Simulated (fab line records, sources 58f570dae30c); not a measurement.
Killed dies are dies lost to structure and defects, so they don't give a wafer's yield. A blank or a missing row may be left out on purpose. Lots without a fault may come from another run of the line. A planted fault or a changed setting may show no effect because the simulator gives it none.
Which tool did it? | flow berkeley_cmos170 | 14 lots, 42 wafers sampled, at 2 steps of a route of 331

WHAT THE GAUGES READ, wafer by wafer
UCB170_GATE_CD_MEAS_12: target cd 350 nm.
lot  | measured     | on        | cd_nm (nm)
L587 | day 6 06:01  | cd_sem-01 | 352.4 351.8 352.1
L589 | day 7 00:25  | cd_sem-01 | 350.1 351.0 350.0
L590 | day 7 00:32  | cd_sem-02 | 349.1 350.2 350.2
L588 | day 7 00:44  | cd_sem-01 | 349.7 348.7 349.0
L592 | day 7 12:38  | cd_sem-02 | 352.3 353.2 352.5
L591 | day 7 12:54  | cd_sem-01 | 350.2 351.2 351.0
L593 | day 7 18:41  | cd_sem-01 | 355.7 356.5 355.8
L594 | day 8 04:29  | cd_sem-02 | 354.0 355.2 354.1
L598 | day 8 16:42  | cd_sem-01 | 348.6 350.1 350.7
L600 | day 9 07:17  | cd_sem-01 | 348.3 347.6 347.7
L601 | day 9 17:01  | cd_sem-02 | 349.1 350.7 350.3
L602 | day 9 17:07  | cd_sem-01 | 350.9 351.9 351.3
L604 | day 9 21:51  | cd_sem-01 | 352.8 352.5 352.2
L608 | day 10 22:07 | cd_sem-01 | 349.8 348.0 350.5

WHICH TOOL RAN EACH LOT (tool, then ch and the chambers of the sampled wafers, then the start)
lot  | UCB170_GATE_SOFTBAKE_08
L587 | litho_track-04 ch 0, day 6 05:00
L589 | litho_track-03 ch 0, day 6 23:00
L590 | litho_track-04 ch 0, day 6 23:00
L588 | litho_track-01 ch 0, day 6 23:00
L592 | litho_track-03 ch 0, day 7 12:00
L591 | litho_track-04 ch 0, day 7 12:00
L593 | litho_track-04 ch 0, day 7 18:00
L594 | litho_track-04 ch 0, day 8 03:00
L598 | litho_track-01 ch 0, day 8 15:00
L600 | litho_track-01 ch 0, day 9 06:00
L601 | litho_track-03 ch 0, day 9 15:00
L602 | litho_track-01 ch 0, day 9 15:00
L604 | litho_track-03 ch 0, day 9 21:00
L608 | litho_track-04 ch 0, day 10 21:00
- UCB170_GATE_SOFTBAKE_08: time 60 s.

WHAT THE TOOLS THEMSELVES READ (means of the sampled wafers that have a number; where no wafer has one, the mark that the record gives instead)
UCB170_GATE_SOFTBAKE_08.
lot  | tool           | heater_power_total_W (W) | plate_temp_C (C)
L587 | litho_track-04 | 56.75                    | 130.06
L589 | litho_track-03 | 56.81                    | 129.93
L590 | litho_track-04 | 56.83                    | 130.03
L588 | litho_track-01 | 56.77                    | 130.21
L592 | litho_track-03 | 56.79                    | 130.08
L591 | litho_track-04 | 56.79                    | 129.92
L593 | litho_track-04 | 55.16                    | 127.19
L594 | litho_track-04 | 55.20                    | 127.18
L598 | litho_track-01 | 56.81                    | 130.18
L600 | litho_track-01 | 56.84                    | 130.14
L601 | litho_track-03 | 56.79                    | 129.96
L602 | litho_track-01 | 56.79                    | 129.88
L604 | litho_track-03 | 56.84                    | 129.98
L608 | litho_track-04 | 56.82                    | 129.99

THE ANSWER, worked out from the rows above alone
Rule: what is usual is taken from the lots themselves. Put in order of their means at a reading, lots are off if they are a third of the lots or fewer, leave a main group of 4 or more, and stand apart from it by a gap of 3 or more times the standard deviation of the main group's means; of several such gaps the widest counts. A main group whose means are all the same, to the digits that the tables above print for the reading, isn't used. A lot without any number at a reading at which 4 lots or more have one is off too. The other lots that the step has rows for count as sound. The gauges are gone through in route order, then the tools' own readings, and for those a lot's mean is taken as printed above. The first step at which some lot is off is used, and at that step the reading that is off furthest; a lot without a number counts as furthest.
Off: L593, L594, at UCB170_GATE_SOFTBAKE_08 (heater_power_total_W). The main group: mean 56.80 W, standard deviation 0.026.
A tool fits if, at that step or a process step before it, it ran every lot that is off, and no sound lot after the first of them. None of those tried fits.

WHAT THE SIMULATOR HAD PUT IN
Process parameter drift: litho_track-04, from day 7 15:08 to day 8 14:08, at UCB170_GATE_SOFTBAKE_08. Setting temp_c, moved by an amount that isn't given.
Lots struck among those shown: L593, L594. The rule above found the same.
